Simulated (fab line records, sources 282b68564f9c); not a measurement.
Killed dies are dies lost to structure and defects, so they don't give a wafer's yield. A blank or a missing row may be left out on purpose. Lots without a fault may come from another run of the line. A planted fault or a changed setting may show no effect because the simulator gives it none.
A struck lot beside a sound one | flow rit_cmos | 26 steps out of a route of 202
Sound: wafers L532.2, L532.5, L532.6. Struck: wafers L543.1, L543.2, L543.3. The cause comes at the end.
At each step with rows: each side's tool, then ch and its chambers, then its first start. Under that, the readings that differ: sound wafers | struck wafers | difference of the means | sigmas: that difference in standard deviations of wafers without a fault.
alike: readings whose means differ by less than 2 such deviations, and words and numbers that are the same on both sides. not compared: withheld readings, readings that some wafer has no value for, bounds like >300 that may hide the same value, and numbers for which the record gives no deviation and whose values overlap.
The two part at a step that has a row with sigmas, a row that says differs or no value, or rows on one side only. Numbers that don't overlap but have no deviation are shown without sigmas and don't part them. A reading that every wafer of one side lacks parts them only if that side has two wafers or more.

first, 1 step without rows for these wafers: RIT_ACTIVE_OXIDATION_01 (target thk 46.8 nm, ox time 3360 s).
RIT_ACTIVE_THK_MEAS_02:
  sound on film_metro-04, day 2 03:04; struck on film_metro-01, day 4 10:10
  alike: ACTIVE_OXIDE_THK
then, 1 step without rows for these wafers: RIT_ACTIVE_CVD_03 (deposits Si3N4 from SiH2Cl2/NH3, target thk 150 nm, time 1500 s).
RIT_ACTIVE_THK_MEAS_04:
  sound on film_metro-01, day 2 04:32; struck on film_metro-04, day 4 11:39
  alike: ACTIVE_NITRIDE_THK
then, 6 steps without rows for these wafers: RIT_ACTIVE_HMDS_05 (prime time 60 s); RIT_ACTIVE_COAT_06 (resist thk 1000 nm); RIT_ACTIVE_SOFTBAKE_07 (time 60 s); RIT_ACTIVE_EXPOSE_08 (exposes mask M1, target cd 1400 nm); RIT_ACTIVE_PEB_09; RIT_ACTIVE_DEVELOP_10 (develop time 50 s).
RIT_ACTIVE_CD_MEAS_11: target cd 1400 nm.
  sound on cd_sem-02, day 2 05:35; struck on cd_sem-02, day 4 12:41
  alike: cd_nm
then, 1 step without rows for these wafers: RIT_ACTIVE_HARDBAKE_12 (time 60 s).
RIT_ACTIVE_ETCH_13: etches Si3N4 in SF6, stops on SiO2, time 210 s, target depth 210 nm.
  sound on rie_diel-01 ch 0,2,3, day 2 05:50; struck on rie_diel-01 ch 0,2,3, day 4 12:57
  reading                                       | sound             | struck            | difference | sigmas
  model.NOVOLAK_of_ACTIVE_COAT_06.thk_nm (nm)   | 653.9 651.5 658.5 | 568.2 573.5 567.4 | -84.9      |
  model.SiO2_of_ACTIVE_OXIDATION_01.thk_nm (nm) | 47.36 46.76 46.54 | 0 21.26 0         | -40        |
  model.ACTIVE.feature_depth_nm (nm)            | 152.6 151.8 151.8 | 196.3 174.2 196.1 | +36.8      |
  alike: SF6_flow_sccm, drypump_motor_current_A, oes_product_au, throttle_valve_pct
  not compared: rf_hours_counter_h
RIT_ACTIVE_STRIP_14: strips in O2, time 180 s.
  sound on plasma_asher-02 ch 0,1, day 2 05:58; struck on plasma_asher-02 ch 0,1, day 4 13:05
  alike: drypump_motor_current_A
  not compared: rf_hours_counter_h
RIT_ACTIVE_CD_MEAS_90: target cd 1400 nm.
  sound on cd_sem-02, day 2 06:10; struck on cd_sem-01, day 4 13:16
  alike: cd_nm
then, 4 steps without rows for these wafers: RIT_ACTIVE_CLEAN_15 (cleans in SC1, time 600 s); RIT_ACTIVE_CLEAN_16 (cleans in dHF, time 30 s); RIT_ACTIVE_CLEAN_17 (cleans in SC2, time 600 s); RIT_FOX1_OXIDATION_00 (target thk 350.7 nm, ox time 1130 s).
RIT_FOX1_THK_MEAS_01:
  sound on film_metro-03, day 2 09:19; struck on film_metro-01, day 4 15:41
  alike: FOX1_OXIDE_THK
then, 2 steps without rows for these wafers: RIT_FOX1_WET_ETCH_02 (etches SiO2 in BOE, target depth 350 nm, time 390 s); RIT_FOX2_OXIDATION_00 (target thk 350.7 nm, ox time 1130 s).
RIT_FOX2_THK_MEAS_01:
  sound on film_metro-02, day 2 10:49; struck on film_metro-02, day 4 17:11
  alike: FOX2_OXIDE_THK
then, 1 step without rows for these wafers: RIT_FOX2_CLEAN_02 (cleans in dHF, time 180 s).
RIT_FOX2_WET_ETCH_03: etches Si3N4 in H3PO4, target depth 195 nm, time 2700 s.
  sound on wet_bench-01 ch 2, day 2 10:55; struck on wet_bench-01 ch 2, day 4 17:17
  reading                                       | sound             | struck | difference | sigmas
  model.SiO2_of_ACTIVE_OXIDATION_01.thk_nm (nm) | 42.16 41.62 41.44 | 18.92  | -22.82     |
RIT_FOX2_THK_MEAS_90:
  sound on film_metro-02, day 2 12:35; struck on film_metro-02, day 4 18:04
  alike: FIELD_OXIDE_LEFT_1_THK

WHERE THEY PART
Nowhere in this record.

WHY: what the simulator had put in
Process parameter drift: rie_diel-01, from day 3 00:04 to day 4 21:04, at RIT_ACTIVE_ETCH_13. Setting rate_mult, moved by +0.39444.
